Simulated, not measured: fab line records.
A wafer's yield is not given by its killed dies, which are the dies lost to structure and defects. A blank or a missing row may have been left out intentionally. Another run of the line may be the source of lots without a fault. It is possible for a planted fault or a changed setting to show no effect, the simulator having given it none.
Which tool did it? + flow berkeley cmos170 + 15 lots, 45 wafers sampled, at 2 steps of a route of 331

## WHAT THE GAUGES READ, wafer by wafer
UCB170_NWELL_THK_MEAS_05.
| lot  | measured    | on            | NWELL_NITRIDE_THK (nm) |
|------|-------------|---------------|------------------------|
| L934 | day 2 07:30 | film metro-03 | 225.0 225.3 223.9      |
| L936 | day 2 18:37 | film metro-02 | 225.8 225.9 226.8      |
| L937 | day 2 18:37 | film metro-03 | 224.0 222.2 223.8      |
| L938 | day 2 22:28 | film metro-04 | 64.6 64.6 63.1         |
| L939 | day 3 02:46 | film metro-03 | 66.4 68.2 65.1         |
| L940 | day 3 09:29 | film metro-02 | 67.7 65.4 65.9         |
| L946 | day 4 13:20 | film metro-04 | 223.0 222.8 224.6      |
| L948 | day 4 23:52 | film metro-02 | 225.0 226.4 225.6      |
| L949 | day 5 10:28 | film metro-02 | 225.3 227.1 227.3      |
| L950 | day 5 20:25 | film metro-04 | 223.5 224.3 223.9      |
| L952 | day 6 02:01 | film metro-04 | 224.9 225.3 222.5      |
| L953 | day 6 08:02 | film metro-03 | 225.3 225.4 226.3      |
| L955 | day 6 08:57 | film metro-03 | 224.2 224.4 223.8      |
| L956 | day 6 15:46 | film metro-04 | 222.5 223.6 222.9      |
| L957 | day 7 03:38 | film metro-02 | 224.0 226.3 225.4      |

## WHAT TOOL EACH LOT RAN ON (gives the tool, then ch and the chambers of the sampled wafers, and finally the start)
| lot  | UCB170_NWELL_CVD_04        |
|------|----------------------------|
| L934 | lpcvd-01 ch 0, day 2 05:34 |
| L936 | lpcvd-02 ch 1, day 2 16:41 |
| L937 | lpcvd-02 ch 0, day 2 16:41 |
| L938 | lpcvd-01 ch 1, day 2 20:32 |
| L939 | lpcvd-01 ch 0, day 3 00:50 |
| L940 | lpcvd-01 ch 0, day 3 06:35 |
| L946 | lpcvd-02 ch 1, day 4 11:23 |
| L948 | lpcvd-02 ch 0, day 4 21:54 |
| L949 | lpcvd-02 ch 0, day 5 08:32 |
| L950 | lpcvd-01 ch 0, day 5 18:29 |
| L952 | lpcvd-02 ch 1, day 6 00:05 |
| L953 | lpcvd-02 ch 0, day 6 06:01 |
| L955 | lpcvd-01 ch 0, day 6 07:00 |
| L956 | lpcvd-01 ch 1, day 6 13:49 |
| L957 | lpcvd-02 ch 1, day 7 01:40 |
- UCB170_NWELL_CVD_04: deposits Si3N4 from SiH2Cl2/NH3, target thk 224 nm, time 3360 s.

## AS READ BY THE TOOLS THEMSELVES (means over the sampled wafers that have a number; for cases with no such wafer, the mark the record gives instead)
UCB170_NWELL_CVD_04.
| lot  | tool     | spike tc source C (C) |
|------|----------|-----------------------|
| L934 | lpcvd-01 | 823.9                 |
| L936 | lpcvd-02 | 825.2                 |
| L937 | lpcvd-02 | 818.7                 |
| L938 | lpcvd-01 | 822.4                 |
| L939 | lpcvd-01 | 823.3                 |
| L940 | lpcvd-01 | 824.3                 |
| L946 | lpcvd-02 | 824.5                 |
| L948 | lpcvd-02 | 819.4                 |
| L949 | lpcvd-02 | 819.5                 |
| L950 | lpcvd-01 | 822.8                 |
| L952 | lpcvd-02 | 825.3                 |
| L953 | lpcvd-02 | 819.5                 |
| L955 | lpcvd-01 | 824.2                 |
| L956 | lpcvd-01 | 822.5                 |
| L957 | lpcvd-02 | 825.8                 |

## THE ANSWER, worked out from the rows above alone
Rule: what is usual is taken from the lots themselves. Put in order of their means at a reading, lots are off if they are a third of the lots or fewer, leave a main group of 4 or more, and stand apart from it by a gap of 3 or more times the standard deviation of the main group's means; of several such gaps the widest counts. If all means in a main group match to the digits the tables above print for the reading, that group is not used. Also off: a lot with no number at a reading for which 4 or more lots have one. The other lots that the step has rows for count as sound. The gauges are gone through in route order, then the tools' own readings, and for those a lot's mean is taken as printed above. At the first step where some lot is off, the reading lying furthest off is the one used; lots without a number count as furthest.
Off: at UCB170_NWELL_THK_MEAS_05 (NWELL_NITRIDE_THK), L938, L939, L940. Mean 224.7 nm and standard deviation 1.1 in the main group.
A tool fits if, at a process step before that reading, it ran every lot that is off, and no sound lot after the first of them. Those tools and the gauges at UCB170_NWELL_THK_MEAS_05 are tried in the same way. Not one of the candidates tried fits.

## WHAT THE SIMULATOR PUT IN
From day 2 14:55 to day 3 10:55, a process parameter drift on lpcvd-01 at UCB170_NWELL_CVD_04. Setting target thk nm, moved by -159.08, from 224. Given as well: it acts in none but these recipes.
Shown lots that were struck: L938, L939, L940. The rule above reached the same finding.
